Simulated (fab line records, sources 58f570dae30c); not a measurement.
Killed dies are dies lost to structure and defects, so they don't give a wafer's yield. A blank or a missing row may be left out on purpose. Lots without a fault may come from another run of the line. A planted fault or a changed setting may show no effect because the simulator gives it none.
Which tool did it? | flow berkeley_cmos170 | 14 lots, 42 wafers sampled, at 4 steps of a route of 331

WHAT THE GAUGES READ, wafer by wafer
UCB170_CONTACT_CD_MEAS_15: target cd 700 nm. Usual: cd_nm 699.5 nm, standard deviation 1.5.
lot  | measured     | on        | cd_nm (nm)        | flag
L676 | day 7 17:24  | cd_sem-02 | 701.4 700.0 702.9 |
L675 | day 7 17:35  | cd_sem-01 | 698.1 696.9 697.2 |
L679 | day 8 02:20  | cd_sem-01 | 701.0 701.4 702.6 |
L681 | day 8 04:03  | cd_sem-01 | 700.8 700.3 701.6 |
L678 | day 8 04:37  | cd_sem-02 | 700.6 701.1 700.9 |
L680 | day 8 06:50  | cd_sem-01 | 700.5 701.2 698.0 |
L682 | day 8 15:15  | cd_sem-02 | 700.2 701.6 700.6 |
L685 | day 9 04:14  | cd_sem-02 | 697.6 697.7 698.1 |
L691 | day 10 03:08 | cd_sem-02 | 699.0 700.8 700.7 |
L692 | day 10 03:53 | cd_sem-02 | 701.2 701.1 700.2 |
L693 | day 10 23:02 | cd_sem-02 | 699.2 699.3 700.1 |
L694 | day 11 06:06 | cd_sem-02 | 698.2 698.8 698.3 |
L695 | day 11 06:25 | cd_sem-02 | 697.6 696.4 698.1 |
L698 | day 11 13:54 | cd_sem-01 | 698.4 698.9 697.8 |

UCB170_V1_THK_MEAS_01. Usual: V1_TEOS_THK 1999 nm, standard deviation 24.
lot  | measured     | on            | V1_TEOS_THK (nm) | flag
L676 | day 7 23:09  | film_metro-03 | 1977 1974 2003   |
L675 | day 7 23:10  | film_metro-02 | 1954 1984 2013   |
L679 | day 8 09:09  | film_metro-03 | 3969 4016 4046   | OFF
L681 | day 8 08:54  | film_metro-01 | 1973 1988 2016   |
L678 | day 8 10:10  | film_metro-01 | 1959 1983 1993   |
L680 | day 8 12:31  | film_metro-02 | 3970 4067 4020   | OFF
L682 | day 8 21:52  | film_metro-01 | 1967 2008 2031   |
L685 | day 9 12:11  | film_metro-01 | 2019 2050 2043   |
L691 | day 10 10:22 | film_metro-03 | 1971 2003 1996   |
L692 | day 10 10:25 | film_metro-02 | 1976 1982 2004   |
L693 | day 11 06:01 | film_metro-02 | 1995 2009 2013   |
L694 | day 11 14:55 | film_metro-02 | 2005 2006 2022   |
L695 | day 11 15:05 | film_metro-03 | 1975 2040 2026   |
L698 | day 11 20:46 | film_metro-01 | 1993 2029 2040   |

WHICH TOOL RAN EACH LOT (tool, then ch and the chambers of the sampled wafers, then the start)
lot  | UCB170_M1_SPUTTER_00         | UCB170_V1_CVD_00
L676 | pvd_sputter-04, day 7 18:16  | pecvd-02 ch 0,1,2, day 7 22:59
L675 | pvd_sputter-01, day 7 18:26  | pecvd-03 ch 0,1, day 7 22:59
L679 | pvd_sputter-03, day 8 03:16  | pecvd-03 ch 0,2, day 8 08:40
L681 | pvd_sputter-04, day 8 04:46  | pecvd-02 ch 0,2, day 8 08:40
L678 | pvd_sputter-01, day 8 05:19  | pecvd-01 ch 1,2, day 8 09:59
L680 | pvd_sputter-04, day 8 07:33  | pecvd-02 ch 0,1, day 8 12:02
L682 | pvd_sputter-04, day 8 16:05  | pecvd-01 ch 0,1,2, day 8 21:43
L685 | pvd_sputter-03, day 9 05:01  | pecvd-01 ch 0,2, day 9 12:01
L691 | pvd_sputter-04, day 10 03:52 | pecvd-03 ch 0,2, day 10 10:12
L692 | pvd_sputter-03, day 10 04:36 | pecvd-01 ch 0,1, day 10 10:12
L693 | pvd_sputter-01, day 10 23:42 | pecvd-01 ch 0,1,2, day 11 05:54
L694 | pvd_sputter-04, day 11 06:56 | pecvd-01 ch 1,2, day 11 14:46
L695 | pvd_sputter-01, day 11 07:07 | pecvd-01 ch 0,2, day 11 14:55
L698 | pvd_sputter-03, day 11 14:37 | pecvd-02 ch 1,2, day 11 20:36
- UCB170_M1_SPUTTER_00: material Al, target thk 600 nm, time 80 s.
- UCB170_V1_CVD_00: deposits SiO2 from TEOS/O2, target thk 2000 nm, time 250 s.

WHAT THE TOOLS THEMSELVES READ (means of the sampled wafers that have a number; where no wafer has one, the mark that the record gives instead)
UCB170_M1_SPUTTER_00. Usual: throttle_valve_pct 30.3 %, standard deviation 1.2.
lot  | tool           | throttle_valve_pct (%) | flag
L676 | pvd_sputter-04 | 30.5                   |
L675 | pvd_sputter-01 | 30.1                   |
L679 | pvd_sputter-03 | 29.2                   |
L681 | pvd_sputter-04 | 31.0                   |
L678 | pvd_sputter-01 | 30.9                   |
L680 | pvd_sputter-04 | 29.6                   |
L682 | pvd_sputter-04 | 31.5                   |
L685 | pvd_sputter-03 | 29.9                   |
L691 | pvd_sputter-04 | 30.7                   |
L692 | pvd_sputter-03 | 29.9                   |
L693 | pvd_sputter-01 | 30.7                   |
L694 | pvd_sputter-04 | 30.1                   |
L695 | pvd_sputter-01 | 30.8                   |
L698 | pvd_sputter-03 | 29.2                   |

UCB170_V1_CVD_00. Usual: heater_power_w 250 W, standard deviation 59.
lot  | tool     | heater_power_w (W) | flag
L676 | pecvd-02 | 210                |
L675 | pecvd-03 | 210                |
L679 | pecvd-03 | 282                |
L681 | pecvd-02 | 249                |
L678 | pecvd-01 | 274                |
L680 | pecvd-02 | 199                |
L682 | pecvd-01 | 271                |
L685 | pecvd-01 | 232                |
L691 | pecvd-03 | 200                |
L692 | pecvd-01 | 249                |
L693 | pecvd-01 | 291                |
L694 | pecvd-01 | 296                |
L695 | pecvd-01 | 232                |
L698 | pecvd-02 | 230                |

THE ANSWER, worked out from the rows above alone
Rule: a lot is off if the mean of its wafers that have a number lies more than 3 standard deviations from the usual mean. A lot without any number at a reading at which 4 lots or more have one is off too. The other lots that the step has rows for count as sound. The gauges are gone through in route order, then the tools' own readings, and for those a lot's mean is taken as printed above. The first step at which some lot is off is used, and at that step the reading that is off furthest; a lot without a number counts as furthest.
Off: L679, L680, at UCB170_V1_THK_MEAS_01 (V1_TEOS_THK).
A tool fits if, at a process step before that reading, it ran every lot that is off, and no sound lot after the first of them. The gauges at UCB170_V1_THK_MEAS_01 are tried like those tools. None of those tried fits.

WHAT THE SIMULATOR HAD PUT IN
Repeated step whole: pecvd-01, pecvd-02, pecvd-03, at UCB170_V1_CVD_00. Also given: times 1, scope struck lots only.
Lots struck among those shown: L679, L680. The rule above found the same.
